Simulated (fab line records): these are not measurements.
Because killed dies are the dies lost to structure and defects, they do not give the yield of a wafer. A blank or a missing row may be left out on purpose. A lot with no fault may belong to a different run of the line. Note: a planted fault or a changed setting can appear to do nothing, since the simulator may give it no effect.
Problem report, 8D (eight disciplines) form, completed by code    flow berkeley cmos170    the parts of the form that need people (team, actions taken, sign-off) are left out

## 1. PROBLEM STATEMENT
At UCB170_ZERO_ETCH_06, oes product au averages 0.528 a.u. over 6 wafers from 2 lots, while fault-free wafers read 0.620 a.u., standard deviation 0.0077. That is -12 standard deviations from the usual mean.
The step: etches SiO2 in CHF3/CF4/Ar, time 12 s.
Earliest sighting: wafer L467.4 on rie diel-01 at day 4 22:35. Wafers with a number at this step in the record: 42, from 14 lots. By rule, "out" or "out of limits" means more than 4 standard deviations away from the usual mean. The rest of the wafers with a number are treated as sound.

## 2. WHAT IT IS, WHAT IT ISN'T
question                     is                      is not
which readings at this step  oes product au          drypump motor current A, throttle valve pct
which lots                   L467, L469              L453, L454, L455, L456, L458, L460, L466, L470, L471, L473, L474, L476
which wafers of those lots   all that have a number  -
read on which tools          rie diel-01             rie diel-02, rie diel-04
when                         from day 4 22:35        up to then (21 sound wafers); but 15 sound wafers of L470, L471, L473, L474, L476 came after

## 3. WHAT RULES OUT EACH SUSPECT
Counting: a tool at a process step up to the reading stays a suspect if it ran every lot that is out and no sound lot after the first of them.
- rie diel-01 at UCB170_ZERO_ETCH_06 (etches SiO2 in CHF3/CF4/Ar, time 12 s): kept. It ran every lot that is out, first L467 (day 4 22:35), and no sound lot after that; its last sound lot up to then is L466 (day 4 16:11). Out on those wafers are its own readings of oes product au.
The count leaves rie diel-01 at UCB170_ZERO_ETCH_06.

## 4. THE CAUSE (what the simulator had put in)
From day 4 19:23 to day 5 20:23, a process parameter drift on rie diel-01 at UCB170_ZERO_ETCH_06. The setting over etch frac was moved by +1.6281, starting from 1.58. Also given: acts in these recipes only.
Counting left only this tool.

## 5. THE CHAIN OF EFFECTS, in route order
Each row: a reading where the mean over the struck wafers with a number is more than 3 standard deviations away from the usual. Scope: only readings with a usual standard deviation given in the record; hours: median across lots of the time from each lot's start at the first step in this table that gives one to its start at this step; sigmas: change in usual standard deviations.
hours  step                  reading                   usual       on struck wafers  change  sigmas
0      UCB170_ZERO_ETCH_06   oes product au            0.620 a.u.  0.528             -0.092  -12
0      UCB170_ZERO_STRIP_07  strip time to endpoint s  21.51 s     21.27             -0.24   -3.8
Here are the process steps it includes:
- UCB170_ZERO_ETCH_06: etches SiO2 in CHF3/CF4/Ar, time 12 s.
- UCB170_ZERO_STRIP_07: strips in O2.

## 6. WHAT WOULD HAVE CAUGHT IT SOONER
In this record the first reading out of limits was taken at day 4 22:35, 3 hours after the fault began at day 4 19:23.
